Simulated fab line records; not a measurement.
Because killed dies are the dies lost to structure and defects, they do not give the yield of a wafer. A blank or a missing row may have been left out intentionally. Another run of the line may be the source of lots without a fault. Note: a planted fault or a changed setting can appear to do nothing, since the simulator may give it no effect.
The tool behind it: which one? -- flow rit-cmos -- 14 lots, 42 wafers sampled, at 2 steps of a route of 202

== WHAT EACH GAUGE READ, for each wafer ==
RIT_CONTACT_THK_MEAS_01.
lot,measured,on,CONTACT_TEOS_THK (nm)
L936,day 3 08:17,film-metro-01,402 407 408
L937,day 3 10:10,film-metro-04,398 406 407
L938,day 3 18:28,film-metro-04,392 395 402
L939,day 3 20:07,film-metro-04,405 406 404
L940,day 4 02:45,film-metro-02,395 388 401
L941,day 4 04:47,film-metro-04,397 404 400
L942,day 4 09:20,film-metro-04,401 400 404
L943,day 4 12:52,film-metro-01,396 404 403
L944,day 4 19:11,film-metro-04,391 402 399
L945,day 4 23:44,film-metro-02,399 406 402
L946,day 5 04:53,film-metro-01,403 401 403
L947,day 5 09:14,film-metro-02,394 403 400
L955,day 7 02:10,film-metro-04,396 439 410
L958,day 7 17:27,film-metro-02,444 398 406

== WHAT TOOL EACH LOT RAN ON (gives the tool, then ch and the chambers of the sampled wafers, and finally the start) ==
lot,RIT_CONTACT_CVD_00
L936,"pecvd-01 ch 1,2, day 3 08:13"
L937,"pecvd-02 ch 0,1, day 3 10:06"
L938,"pecvd-04 ch 0,1,2, day 3 18:25"
L939,"pecvd-01 ch 0,1, day 3 20:03"
L940,"pecvd-02 ch 0,1,2, day 4 02:42"
L941,"pecvd-04 ch 0,1,2, day 4 04:44"
L942,"pecvd-01 ch 0,1,2, day 4 09:17"
L943,"pecvd-02 ch 1,2, day 4 12:49"
L944,"pecvd-04 ch 0,1,2, day 4 19:08"
L945,"pecvd-01 ch 0,2, day 4 23:40"
L946,"pecvd-02 ch 0,2, day 5 04:50"
L947,"pecvd-04 ch 0,1,2, day 5 09:11"
L955,"pecvd-04 ch 0,1,2, day 7 02:06"
L958,"pecvd-04 ch 0,1, day 7 17:23"
- RIT_CONTACT_CVD_00: deposits SiO2 from TEOS, target thk 400 nm, time 61 s.

== WHAT THE TOOLS THEMSELVES READ (means of the sampled wafers that have a number; where no wafer has one, the mark that the record gives instead) ==
RIT_CONTACT_CVD_00.
lot,tool,heater-power-w (W),rf-fwd-power-W (W)
L936,pecvd-01,295,397.1
L937,pecvd-02,308,396.5
L938,pecvd-04,297,397.8
L939,pecvd-01,360,394.3
L940,pecvd-02,295,397.5
L941,pecvd-04,263,397.5
L942,pecvd-01,346,397.6
L943,pecvd-02,275,398.1
L944,pecvd-04,268,396.1
L945,pecvd-01,336,396.4
L946,pecvd-02,302,399.2
L947,pecvd-04,280,396.8
L955,pecvd-04,247,451.3
L958,pecvd-04,236,450.3

== THE ANSWER, worked out from the rows above alone ==
Rule: usual is defined by the lots themselves. The widest of any qualifying gaps counts: lots, ordered by their means at a reading, are off when they make up no more than a third of the lots, leave a main group of 4 or more, and stand apart from it by 3 or more times the standard deviation of that group's means. Not used: any main group whose means are identical at the precision the tables above print for the reading. Also off: a lot with no number at a reading for which 4 or more lots have one. Where the step has rows for the other lots, those lots are counted as sound. After the gauges, taken in route order, come the tools' own readings; for these a lot's mean is taken, as printed above. The first step at which some lot is off is used, and at that step the reading that is off furthest; a lot without a number counts as furthest.
Off, at RIT_CONTACT_CVD_00 on rf-fwd-power-W: L955, L958. Mean 397.1 W and standard deviation 1.2 in the main group.
If a tool, at that step or one of the process steps before it, ran each lot that is off and ran no sound lot following the first of them, it fits. One fits: pecvd-04 at RIT_CONTACT_CVD_00. A fault onset in the window from L947 (day 5 09:11, its last sound lot) to L955 (day 7 02:06, its first lot off) fits.
On the lots that are off, the tool's own readings at RIT_CONTACT_CVD_00 differ by more than 5 times the standard deviation of the sound lots' means, which bears it out; rf-fwd-power-W reads 450.8 W there versus 397.1 W on the sound lots.

== WHAT HAD BEEN PUT IN BY THE SIMULATOR ==
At RIT_CONTACT_CVD_00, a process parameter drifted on pecvd-04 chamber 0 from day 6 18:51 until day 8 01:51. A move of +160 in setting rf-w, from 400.
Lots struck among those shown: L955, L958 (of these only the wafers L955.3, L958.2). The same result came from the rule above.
